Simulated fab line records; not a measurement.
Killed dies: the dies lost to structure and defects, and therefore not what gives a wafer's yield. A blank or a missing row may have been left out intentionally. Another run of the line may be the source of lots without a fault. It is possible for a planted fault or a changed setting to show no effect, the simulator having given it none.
Shared-tool check ; flow ritCmos ; 14 lots, 42 wafers sampled

THE REASON FOR OPENING IT
2 of 14 lots carry a flag on the reading FOX1_OXIDE_THK at RIT_FOX1_THK_MEAS_01. No-fault wafers: 349 nm, standard deviation 5.6.
Rule: a lot gets a flag if all its wafers with a number sit over 4 standard deviations from that mean, or if no wafer of it has a number. As for the other lots, they are considered sound.

lot;measured;on;FOX1_OXIDE_THK (nm), wafer by wafer;flag
L301;day 1 18:22;filmMetro-02;356 354 353;
L302;day 1 23:16;filmMetro-04;348 346 348;
L303;day 2 04:04;filmMetro-04;348 351 353;
L304;day 2 11:56;filmMetro-01;347 353 353;
L305;day 2 15:15;filmMetro-01;354 351 352;
L306;day 2 21:01;filmMetro-02;496 504 514;FLAGGED
L309;day 3 12:29;filmMetro-04;525 517 515;FLAGGED
L311;day 3 21:40;filmMetro-01;344 348 349;
L317;day 5 02:33;filmMetro-01;348 350 346;
L318;day 5 08:28;filmMetro-04;349 353 351;
L319;day 5 15:03;filmMetro-04;349 350 349;
L320;day 5 20:19;filmMetro-01;362 364 360;
L321;day 6 00:51;filmMetro-04;360 358 356;
L322;day 6 07:50;filmMetro-04;344 349 345;
The numbers of the flagged lots are 512 nm on average: +163 nm against the usual, or +29 standard deviations.

LOT BY LOT: THE TOOL USED
The record holds 1 process step before the reading, out of a route of 202 steps. In each cell: the tool, then ch and the chambers that the sampled wafers went through, then the start.
lot;flag;RIT_FOX1_OXIDATION_00
L301;;furnace-03 ch 0, day 1 17:03
L302;;furnace-01 ch 0, day 1 21:56
L303;;furnace-01 ch 0, day 2 02:45
L304;;furnace-04 ch 0, day 2 10:36
L305;;furnace-03 ch 0, day 2 13:56
L306;FLAGGED;furnace-03 ch 0, day 2 18:13 and furnace-04 ch 0, day 2 19:43
L309;FLAGGED;furnace-04 ch 0, day 3 09:41
L311;;furnace-01 ch 0, day 3 20:20
L317;;furnace-03 ch 0, day 5 01:14
L318;;furnace-04 ch 0, day 5 07:08
L319;;furnace-01 ch 0, day 5 13:44
L320;;furnace-04 ch 0, day 5 18:58
L321;;furnace-04 ch 0, day 5 23:32
L322;;furnace-01 ch 0, day 6 06:29
What these steps do:
- RIT_FOX1_OXIDATION_00: target thk 350.7 nm, ox time 1130 s.
- RIT_FOX1_THK_MEAS_01

FLAGGED AGAINST TOTAL, ONE TOOL AT A TIME (gauges that did the reading follow at the end)
step;tool;lots run;flagged;share of the flagged lots;sound lots run after its first flagged lot
RIT_FOX1_OXIDATION_00;furnace-01;5;0;none;-
RIT_FOX1_OXIDATION_00;furnace-03;4;1;some;1 (L317)
RIT_FOX1_OXIDATION_00;furnace-04;6;2;all;3 (L318,L320,L321)
RIT_FOX1_THK_MEAS_01;filmMetro-01;5;0;none;-
RIT_FOX1_THK_MEAS_01;filmMetro-02;2;1;some;0
RIT_FOX1_THK_MEAS_01;filmMetro-04;7;1;some;4 (L318,L319,L321,L322)

WHAT IS ALLOWED BY THE TABLE
All flagged lots share 1 row of the table, namely furnace-04 at RIT_FOX1_OXIDATION_00.
- furnace-04 at RIT_FOX1_OXIDATION_00: 2 of its 6 lots flagged. Sound lots followed the first flagged one (L318, L320, L321) on it, something a lasting fault affecting the whole tool could not allow.
None of the table's rows ran every flagged lot and, after the first, no sound lot.

WHAT THE SIMULATOR PUT IN
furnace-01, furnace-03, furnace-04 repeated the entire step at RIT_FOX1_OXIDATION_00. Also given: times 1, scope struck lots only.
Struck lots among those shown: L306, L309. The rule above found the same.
